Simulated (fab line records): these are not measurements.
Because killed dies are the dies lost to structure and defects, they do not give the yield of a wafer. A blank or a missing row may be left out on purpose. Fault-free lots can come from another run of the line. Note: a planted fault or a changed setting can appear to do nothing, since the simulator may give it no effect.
Lot-split experiment ; flow berkeley_cmos170 ; route with 331 steps; 5 lots, 23 wafers read

## ABOUT THE SPLIT
At UCB170_NWELL_CVD_04 (deposits Si3N4 from SiH2Cl2/NH3, target thk 224 nm, time 3360 s), the setting pressure_mtorr was moved away from the recipe's 200 mTorr on 15 of the 23 wafers read, by -13.7% to +13.7%. The other wafers ran this setting at the recipe's value.

Reading taken at the split's own step.

## THE READING
Si3N4_of_NWELL_CVD_04.thk_nm (the simulator's own value, which no gauge read), in nm, at UCB170_NWELL_CVD_04 (deposits Si3N4 from SiH2Cl2/NH3, target thk 224 nm, time 3360 s). The file gives no usual value for it. Here, 8 wafers ran the recipe; their average is 220.5 nm with a standard deviation of 1.1 nm.

wafer;tool, chamber at the split;pressure_mtorr as run, mTorr;against the recipe;Si3N4_of_NWELL_CVD_04.thk_nm, nm;against lot-mates on the recipe
L074.2;-, -;189.3;-5.3%;226.1;no lot-mate on the recipe
L074.3;-, -;189.3;-5.3%;222.9;no lot-mate on the recipe
L074.4;-, -;189.3;-5.3%;223;no lot-mate on the recipe
L074.5;-, -;189.3;-5.3%;222.1;no lot-mate on the recipe
L074.6;-, -;189.3;-5.3%;225;no lot-mate on the recipe
L079.1;-, -;227.3;+13.7%;230.7;no lot-mate on the recipe
L079.3;-, -;227.3;+13.7%;230.7;no lot-mate on the recipe
L079.2;-, -;227.3;+13.7%;231.5;no lot-mate on the recipe
L079.5;-, -;227.3;+13.7%;230.8;no lot-mate on the recipe
L079.6;-, -;227.3;+13.7%;230.6;no lot-mate on the recipe
L080.1;lpcvd-01, 0;200;recipe;220.2;-
L080.5;lpcvd-01, 0;200;recipe;219.3;-
L080.6;lpcvd-01, 0;200;recipe;219.6;-
L082.1;-, -;172.6;-13.7%;212.6;no lot-mate on the recipe
L082.2;-, -;172.6;-13.7%;213.2;no lot-mate on the recipe
L082.5;-, -;172.6;-13.7%;213.2;no lot-mate on the recipe
L082.3;-, -;172.6;-13.7%;211.8;no lot-mate on the recipe
L082.6;-, -;172.6;-13.7%;211.9;no lot-mate on the recipe
L084.1;-, -;200;recipe;221.4;-
L084.2;-, -;200;recipe;220.6;-
L084.3;-, -;200;recipe;222.7;-
L084.4;-, -;200;recipe;219.3;-
L084.6;-, -;200;recipe;220.8;-

THE FIT
A straight line over all 23 wafers: Si3N4_of_NWELL_CVD_04.thk_nm changes by +0.604 nm for each +1% of pressure_mtorr; r = +0.90; the points scatter about the line by 2.9 nm.
Too few moved wafers have a lot-mate on the recipe to fit a line with each lot's own level taken away.

## FILE'S OWN FIT
Si3N4_of_NWELL_CVD_04.thk_nm changes by +0.604 nm for each +1% of pressure_mtorr, r = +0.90.
